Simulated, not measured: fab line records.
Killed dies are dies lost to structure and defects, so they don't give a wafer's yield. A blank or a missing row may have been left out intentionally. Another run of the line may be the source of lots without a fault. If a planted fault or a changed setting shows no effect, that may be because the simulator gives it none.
Struck lot and sound lot, side by side | flow rit_cmos | 15 out of 202 route steps
Sound: wafers L241.1, L241.2, L241.5. Wafers L248.1, L248.3, L248.5 were the ones struck. The cause is given at the end.
Per side, at each step with rows, come the tool, then ch with its chambers, and then its first start. Under that, the readings that differ: sound wafers | struck wafers | difference of the means | sigmas: that difference in standard deviations of wafers without a fault.
alike: same words and numbers on both sides, and readings whose means sit less than 2 such deviations apart. not compared: any withheld reading, any reading some wafer has no value for, any bound like >300 that may hide the same value, and any number with overlapping values for which the record gives no deviation.
Wherever a step has rows on one side only, a row that says differs or no value, or a row with sigmas, the two part there. When numbers do not overlap yet have no deviation, they are printed without sigmas and do not part them. A reading that every wafer of one side lacks parts them only if that side has two wafers or more.

RIT_SILICIDE_RTA_06: time 10 s, ramp up 5 s, ramp down 10 s.
  sound on rtp_anneal-01 ch 0, day 3 14:23; struck on rtp_anneal-02 ch 0, day 5 01:47
  alike: wafer_temp_C_max
RIT_CONTACT_CVD_00: deposits SiO2 from TEOS, target thk 400 nm, time 61 s.
  sound on pecvd-03 ch 0,1, day 3 14:28; struck on pecvd-04 ch 0,1,2, day 5 01:52
  alike: heater_power_w
RIT_CONTACT_THK_MEAS_01:
  sound: film_metro-02 at day 3 14:31; struck: film_metro-03 at day 5 01:55
  alike: CONTACT_TEOS_THK
then, 6 steps without rows for these wafers: RIT_CONTACT_HMDS_02 (prime time 60 s); RIT_CONTACT_COAT_03 (resist thk 1000 nm); RIT_CONTACT_SOFTBAKE_04 (time 60 s); RIT_CONTACT_EXPOSE_05 (exposes mask M11, target cd 1000 nm); RIT_CONTACT_PEB_06; RIT_CONTACT_DEVELOP_07 (develop time 120 s).
RIT_CONTACT_CD_MEAS_08 targets a cd of 1000 nm.
  sound: cd_sem-01 at day 3 15:32; struck: cd_sem-01 at day 5 03:04
  alike: cd_nm
RIT_CONTACT_OVL_MEAS_09:
  sound: overlay-02 at day 3 15:40; struck: overlay-02 at day 5 03:11
  alike: CONTACT_OVL
then, 1 step without rows for these wafers: RIT_CONTACT_HARDBAKE_10 (time 60 s).
RIT_CONTACT_ETCH_11: etches SiO2 in CHF3/CF4/Ar, stops on TiSi2, target depth 480 nm, time 320 s.
  sound on rie_diel-03 ch 0,2,3, day 3 15:50; struck on rie_diel-03 ch 1,3, day 5 03:22
  reading            | sound             | struck            | difference | sigmas
  rf_fwd_power_W (W) | 199.1 199.2 199.3 | 232.0 232.2 230.8 | +32.5      | +52
  alike: chamber_pressure_mTorr, drypump_motor_current_A, mfc_ar_sccm, oes_product_au, throttle_valve_pct
  not compared: rf_hours_counter_h, model.NOVOLAK_of_CONTACT_COAT_03.thk_nm
RIT_CONTACT_STRIP_12: strips in O2, time 180 s.
  sound on plasma_asher-01 ch 0,1, day 3 16:02; struck on plasma_asher-03 ch 1, day 5 03:34
  reading                     | sound       | struck      | difference | sigmas
  drypump_motor_current_A (A) | 5.4 5.8 5.8 | 6.8 6.8 6.8 | +1.1       | +2
  alike: chamber_pressure_mTorr
  not compared: rf_hours_counter_h
RIT_M1_PROBE_99:
  sound: prober-02 at day 3 21:07; struck: prober-01 at day 5 08:13
  reading                                    | sound                       | struck                     | difference | sigmas
  model.etest.antenna_contact.vt_shift_v (V) | -0.00792 -0.01125 -0.008338 | -0.02108 -0.01613 -0.01143 | -0.00704   |
  alike: killed_at_contacts, killed_at_front_end, killed_dies, killed_open, killed_short

## WHERE THEY PART
First at RIT_CONTACT_ETCH_11; last, within this record, at RIT_CONTACT_STRIP_12. Later steps at which nothing parts them and some readings are alike: RIT_M1_PROBE_99.

WHY: what had been put in by the simulator
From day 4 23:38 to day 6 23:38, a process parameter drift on rie_diel-03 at RIT_CONTACT_ETCH_11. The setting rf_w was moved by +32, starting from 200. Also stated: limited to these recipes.
